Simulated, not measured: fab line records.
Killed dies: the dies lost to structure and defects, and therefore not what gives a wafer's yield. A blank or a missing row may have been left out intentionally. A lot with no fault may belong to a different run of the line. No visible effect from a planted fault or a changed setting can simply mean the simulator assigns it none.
fab line records + flow berkeleyCmos170
[record]
- lots = 5
- wafers = 15
- lastDay = 12
route steps=331 shown V2@299 M3@309
lots untouched by any fault: they come from a run of this same line in which no faults occurred
startH: hours from the record's first day to the start of the lot's first wafer shown + waitH: how many hours have passed since the lot's step before this one + " as in the row above + L1.1+2: several wafers, shown together as one row + - either no value or no given start + * or withheld: withheld + < > ~ a bound
route shown NAME@n: names a module that has steps shown in the file, with the first one's number in the route + usual: average and standard deviation across the fault-free wafers + same: alike in all rows + chamber/n: place in a boat + sites: each site's reading + _std_site: standard deviation of those values + _edge_site: mean of outer sites minus mean of inner sites + radiusMm: for every site, how far away it sits from the centre of the wafer + mask NAME#n: copy n + behind: tool/chamber where the wafer was last shaped + hold: the reason the lot was held/the length of the hold in hours/how it ended + device: transistor that didn't switch, given as n, p or np + end of line: at the end of the route, the tests of the same wafers + step lacking rows: just its recipe + killed: count of dies lost to structure and defects at first sort (not the wafer's yield) + map: a wafer's dies, marking killed ones x, the rest . and places with no die _
set.NAME: the setting as run; set.NAME@STEP: as run at that earlier step + model.NAME: the simulator's own value behind a step, which no gauge read
lots seen at some steps along the route; tables by step, rows by wafer
services: from which hour (startH, from the record's first day; less than 0 if before it) a tool's chamber was out of use, for how many hours, and why
[[steps]]
[step UCB170_V2_COAT_07]
[recipe]
- resist = KrF
- spinRpm = 1500
- resistThkNm = 900
[usual]
- dispensePressureKPa = 51.6/2
| lot.wafer | tool          | chamber | startH | waitH | dispensePressureKPa |
|-----------|---------------|---------|--------|-------|---------------------|
| L077.2    | lithoTrack-04 | 0       | 170.35 | 0.1   | 54.0                |
| L077.4    | "             | 0       | "      | "     | 54.0                |
| L077.6    | "             | 0       | "      | "     | 54.0                |
| L082.2    | lithoTrack-04 | 0       | 205.26 | 0.1   | 54.0                |
| L082.4    | "             | 0       | "      | "     | 54.1                |
| L082.5    | "             | 0       | "      | "     | 54.1                |
| L087.1    | lithoTrack-03 | 0       | 223.84 | 0.1   | 49.4                |
| L087.2    | "             | 0       | "      | "     | 49.4                |
| L087.3    | "             | 0       | "      | "     | 49.4                |
| L090.1    | lithoTrack-02 | 0       | 234.08 | 0.1   | 50.8                |
| L090.4    | "             | 0       | "      | "     | 50.8                |
| L090.5    | "             | 0       | "      | "     | 50.9                |
| L097.2    | lithoTrack-04 | 0       | 270.96 | 0.1   | 54.1                |
| L097.5    | "             | 0       | "      | "     | 54.1                |
| L097.6    | "             | 0       | "      | "     | 54.1                |
[step UCB170_V2_SOFTBAKE_08]
[recipe]
- resist = KrF
- tempC = 130
- timeS = 60
[same]
- timeS = 60
| lot.wafer  | tool          | chamber | startH | waitH |
|------------|---------------|---------|--------|-------|
| L077.2+4+6 | lithoTrack-04 | 0       | 170.50 | 0.1   |
| L082.2+4+5 | lithoTrack-04 | 0       | 205.41 | 0.1   |
| L087.1+2+3 | lithoTrack-03 | 0       | 223.99 | 0.1   |
| L090.1+4+5 | lithoTrack-02 | 0       | 234.23 | 0.1   |
| L097.2+5+6 | lithoTrack-04 | 0       | 271.11 | 0.1   |
[step UCB170_V2_EXPOSE_09]
[recipe]
- maskId = VIA2
- targetCdNm = 700
- na = 0.5
- sigmaOuter = 0.6
- sourceShape = conventional
- doseMj = 37
| lot.wafer  | tool          | chamber | startH | waitH | mask   |
|------------|---------------|---------|--------|-------|--------|
| L077.2+4+6 | krfScanner-01 | 0       | 170.77 | 0.2   | VIA2#0 |
| L082.2+4+5 | krfScanner-01 | 0       | 205.56 | 0.1   | VIA2#0 |
| L087.1+2+3 | krfScanner-02 | 0       | 224.14 | 0.1   | VIA2#0 |
| L090.1+4+5 | krfScanner-02 | 0       | 234.50 | 0.2   | VIA2#0 |
| L097.2+5+6 | krfScanner-01 | 0       | 271.37 | 0.2   | VIA2#0 |
[step UCB170_V2_PEB_10]
[recipe]
- pebTempC = 130
- pebTimeS = withheld
- resist = KrF
| lot.wafer  | tool          | chamber | startH | waitH |
|------------|---------------|---------|--------|-------|
| L077.2+4+6 | lithoTrack-04 | 0       | 170.90 | 0.1   |
| L082.2+4+5 | lithoTrack-04 | 0       | 206.01 | 0.4   |
| L087.1+2+3 | lithoTrack-02 | 0       | 224.26 | 0.1   |
| L090.1+4+5 | lithoTrack-02 | 0       | 234.65 | 0.1   |
| L097.2+5+6 | lithoTrack-02 | 0       | 272.16 | 0.8   |
[step UCB170_V2_DEVELOP_11]
[recipe]
- developer = TMAH
- developTimeS = 45
- resist = KrF
- devTempC = 21
| lot.wafer  | tool          | chamber | startH | waitH |
|------------|---------------|---------|--------|-------|
| L077.2+4+6 | lithoTrack-04 | 0       | -      | -     |
| L082.2+4+5 | lithoTrack-04 | 0       | -      | -     |
| L087.1+2+3 | lithoTrack-02 | 0       | -      | -     |
| L090.1+4+5 | lithoTrack-02 | 0       | -      | -     |
| L097.2+5+6 | lithoTrack-02 | 0       | -      | -     |
[step UCB170_V2_CD_MEAS_12]
[recipe]
- targetCdNm = 700
[usual]
- cdNm = 699.5/1.2
| lot.wafer | tool     | chamber | startH | waitH | cdNm  |
|-----------|----------|---------|--------|-------|-------|
| L077.2    | cdSem-01 | -       | 171.17 | -     | 701.6 |
| L077.4    | "        | -       | "      | "     | 700.8 |
| L077.6    | "        | -       | "      | "     | 698.9 |
| L082.2    | cdSem-01 | -       | 206.28 | -     | 698.3 |
| L082.4    | "        | -       | "      | "     | 698.5 |
| L082.5    | "        | -       | "      | "     | 697.5 |
| L087.1    | cdSem-01 | -       | 224.54 | -     | 698.1 |
| L087.2    | "        | -       | "      | "     | 699.0 |
| L087.3    | "        | -       | "      | "     | 699.5 |
| L090.1    | cdSem-02 | -       | 234.93 | -     | 697.5 |
| L090.4    | "        | -       | "      | "     | 699.4 |
| L090.5    | "        | -       | "      | "     | 698.8 |
| L097.2    | cdSem-02 | -       | 272.43 | -     | 698.0 |
| L097.5    | "        | -       | "      | "     | 698.7 |
| L097.6    | "        | -       | "      | "     | 698.4 |
[step UCB170_V2_OVL_MEAS_13]
[usual]
- V2_OVL = -2/5
| lot.wafer | tool       | chamber | startH | waitH | V2_OVL[nm] |
|-----------|------------|---------|--------|-------|------------|
| L077.2    | overlay-01 | -       | 171.27 | 0.1   | -6         |
| L077.4    | "          | -       | "      | "     | -15        |
| L077.6    | "          | -       | "      | "     | -8         |
| L082.2    | overlay-01 | -       | 206.39 | 0.1   | 1          |
| L082.4    | "          | -       | "      | "     | -5         |
| L082.5    | "          | -       | "      | "     | 2          |
| L087.1    | overlay-01 | -       | 224.66 | 0.1   | -4         |
| L087.2    | "          | -       | "      | "     | 2          |
| L087.3    | "          | -       | "      | "     | 1          |
| L090.1    | overlay-02 | -       | 235.05 | 0.1   | 1          |
| L090.4    | "          | -       | "      | "     | 7          |
| L090.5    | "          | -       | "      | "     | 0          |
| L097.2    | overlay-01 | -       | 272.54 | 0.1   | 0          |
| L097.5    | "          | -       | "      | "     | 0          |
| L097.6    | "          | -       | "      | "     | 1          |
[step UCB170_V2_ETCH_14]
[recipe]
- chemistry = CHF3/CF4/Ar
- target = SiO2
- stopOn = Al
- CHF3_flow_sccm = 45
- cf4FlowSccm = 15
- Ar_flow_sccm = 150
- pressureMtorr = 200
- rfW = 700
- targetDepthA = 12500
- overEtchFrac = 0.25
- timeS = 291
[usual]
- drypumpMotorCurrentA = 5.5/0.37
- oesProductAu = 0.875/0.015
- throttleValvePct = 6.98/0.1
[same]
- timeS = 291
| lot.wafer | tool       | chamber | startH | waitH | drypumpMotorCurrentA | oesProductAu | rfHoursCounterH | throttleValvePct |
|-----------|------------|---------|--------|-------|----------------------|--------------|-----------------|------------------|
| L077.2    | rieDiel-04 | 1       | 171.30 | 0.0   | 5.3                  | 0.868        | 134             | 7.18             |
| L077.4    | "          | 0       | "      | "     | 5.1                  | 0.847        | -               | 6.91             |
| L077.6    | "          | 1       | "      | "     | 5.3                  | 0.867        | -               | 7.17             |
| L082.2    | rieDiel-02 | 1       | 206.42 | 0.0   | 5.6                  | 0.876        | 2               | 7.13             |
| L082.4    | "          | 3       | "      | "     | 5.1                  | 0.881        | 22              | 6.93             |
| L082.5    | "          | 1       | "      | "     | 5.7                  | 0.875        | -               | 7.11             |
| L087.1    | rieDiel-01 | 3       | 224.69 | 0.0   | 5.6                  | 0.862        | 139             | 7.00             |
| L087.2    | "          | 1       | "      | "     | 6.2                  | 0.873        | 3               | 7.12             |
| L087.3    | "          | 2       | "      | "     | 5.3                  | 0.873        | 7               | 6.84             |
| L090.1    | rieDiel-02 | 2       | 235.08 | 0.0   | 5.2                  | 0.886        | 14              | 7.01             |
| L090.4    | "          | 2       | "      | "     | 5.2                  | 0.883        | -               | 7.02             |
| L090.5    | "          | 3       | "      | "     | 5.1                  | 0.881        | -               | 6.95             |
| L097.2    | rieDiel-02 | 0       | 272.57 | 0.0   | 5.6                  | 0.859        | 25              | 6.92             |
| L097.5    | "          | 2       | "      | "     | 5.2                  | 0.878        | -               | 6.99             |
| L097.6    | "          | 1       | "      | "     | 5.6                  | 0.873        | -               | 7.13             |
[step UCB170_V2_STRIP_15]
[recipe]
- chemistry = O2
- powerW = 400
- pressureMtorr = 3500
- platenTempC = withheld
- o2FlowSccm = 400
- overashFraction = 0.5
[usual]
- drypumpMotorCurrentA = 5.81/0.23
- oesProductAu = 0.721/0.0045
- stripTimeToEndpointS = 15.39/0.14
| lot.wafer | tool           | chamber | startH | waitH | drypumpMotorCurrentA | oesProductAu | rfHoursCounterH | stripTimeToEndpointS |
|-----------|----------------|---------|--------|-------|----------------------|--------------|-----------------|----------------------|
| L077.2    | plasmaAsher-03 | 1       | 171.48 | 0.1   | 5.65                 | 0.728        | 44              | 15.39                |
| L077.4    | "              | 1       | "      | "     | 5.65                 | 0.720        | -               | 15.47                |
| L077.6    | "              | 0       | "      | "     | 5.89                 | 0.720        | -               | 15.42                |
| L082.2    | plasmaAsher-03 | 1       | 206.60 | 0.1   | 5.66                 | 0.719        | 48              | 15.15                |
| L082.4    | "              | 0       | "      | "     | 5.84                 | 0.718        | -               | 15.46                |
| L082.5    | "              | 0       | "      | "     | 5.88                 | 0.722        | -               | 15.17                |
| L087.1    | plasmaAsher-02 | 0       | 224.87 | 0.1   | 5.40                 | 0.720        | 14              | 15.31                |
| L087.2    | "              | 1       | "      | "     | 5.80                 | 0.718        | 14              | 15.28                |
| L087.3    | "              | 1       | "      | "     | 5.80                 | 0.719        | -               | 15.47                |
| L090.1    | plasmaAsher-04 | 0       | 235.35 | 0.2   | 5.87                 | 0.726        | 45              | 15.58                |
| L090.4    | "              | 0       | "      | "     | 5.89                 | 0.725        | -               | 15.56                |
| L090.5    | "              | 0       | "      | "     | 5.89                 | 0.723        | -               | 15.39                |
| L097.2    | plasmaAsher-02 | 1       | 272.75 | 0.1   | 5.81                 | 0.721        | 20              | 15.46                |
| L097.5    | "              | 0       | "      | "     | 5.41                 | 0.725        | -               | 15.62                |
| L097.6    | "              | 1       | "      | "     | 5.85                 | 0.717        | -               | 15.28                |
[step UCB170_V2_CD_MEAS_90]
[recipe]
- targetCdNm = 700
[usual]
- cdNm = 699.3/1.7
| lot.wafer | tool     | chamber | startH | waitH | cdNm  |
|-----------|----------|---------|--------|-------|-------|
| L077.2    | cdSem-02 | -       | 171.60 | 0.1   | 702.7 |
| L077.4    | "        | -       | "      | "     | 699.4 |
| L077.6    | "        | -       | "      | "     | 699.7 |
| L082.2    | cdSem-01 | -       | 206.72 | 0.1   | 698.4 |
| L082.4    | "        | -       | "      | "     | 699.3 |
| L082.5    | "        | -       | "      | "     | 697.6 |
| L087.1    | cdSem-02 | -       | 224.97 | 0.1   | 699.7 |
| L087.2    | "        | -       | "      | "     | 700.0 |
| L087.3    | "        | -       | "      | "     | 697.5 |
| L090.1    | cdSem-01 | -       | 235.45 | 0.1   | 696.5 |
| L090.4    | "        | -       | "      | "     | 698.6 |
| L090.5    | "        | -       | "      | "     | 699.4 |
| L097.2    | cdSem-02 | -       | 272.88 | 0.1   | 698.6 |
| L097.5    | "        | -       | "      | "     | 698.7 |
| L097.6    | "        | -       | "      | "     | 698.9 |
[step UCB170_M3_PRE_CLEAN_00]
[recipe]
- gas = Ar
- precleanEtchTimeS = 60
| lot.wafer  | tool          | chamber | startH | waitH |
|------------|---------------|---------|--------|-------|
| L077.2+4+6 | pvdSputter-04 | -       | 171.70 | 0.1   |
| L082.2+4+5 | pvdSputter-01 | -       | 206.82 | 0.1   |
| L087.1+2+3 | pvdSputter-04 | -       | 225.09 | 0.1   |
| L090.1+4+5 | pvdSputter-04 | -       | 235.57 | 0.1   |
| L097.2+5+6 | pvdSputter-04 | -       | 272.98 | 0.1   |
[[services]]
| tool           | chamber | startH | hours | kind                     |
|----------------|---------|--------|-------|--------------------------|
| krfScanner-01  | -       | 150.14 | 1.3   | pm                       |
| krfScanner-01  | -       | 152.01 | 4.4   | pm                       |
| plasmaAsher-03 | -       | 152.96 | 14.6  | pm                       |
| krfScanner-02  | -       | 159.95 | 0.8   | pm                       |
| rieDiel-01     | 1       | 165.87 | -     | clean                    |
| rieDiel-01     | 1       | 165.87 | 16.3  | scheduledDown            |
| rieDiel-01     | 1       | 165.87 | 16.3  | ventCycle                |
| plasmaAsher-04 | -       | 166.36 | 14.6  | pm                       |
| rieDiel-04     | 3       | 166.57 | 13.6  | repair                   |
| rieDiel-02     | -       | 166.87 | 1.2   | repair                   |
| lithoTrack-03  | -       | 188.40 | -     | consumableReplace:filter |
| krfScanner-01  | -       | 191.91 | 3.6   | pm                       |
| krfScanner-01  | -       | 201.05 | 1.0   | pm                       |
| rieDiel-04     | 2       | 210.61 | -     | clean                    |
| rieDiel-04     | 2       | 210.61 | 17.3  | scheduledDown            |
| rieDiel-04     | 2       | 210.61 | 17.3  | ventCycle                |
| rieDiel-02     | 0       | 212.89 | 5.8   | repair                   |
| rieDiel-02     | 1       | 215.32 | 5.4   | repair                   |
| rieDiel-02     | 1       | 232.69 | 31.2  | repair                   |
| rieDiel-02     | 0       | 234.86 | 1.3   | repair                   |
| krfScanner-02  | 0       | 241.02 | -     | calibration              |
| krfScanner-01  | -       | 242.27 | 0.2   | repair                   |
| krfScanner-02  | -       | 249.14 | 20.0  | repair                   |
| krfScanner-01  | 0       | 253.32 | -     | calibration              |
[[key]]
fault none
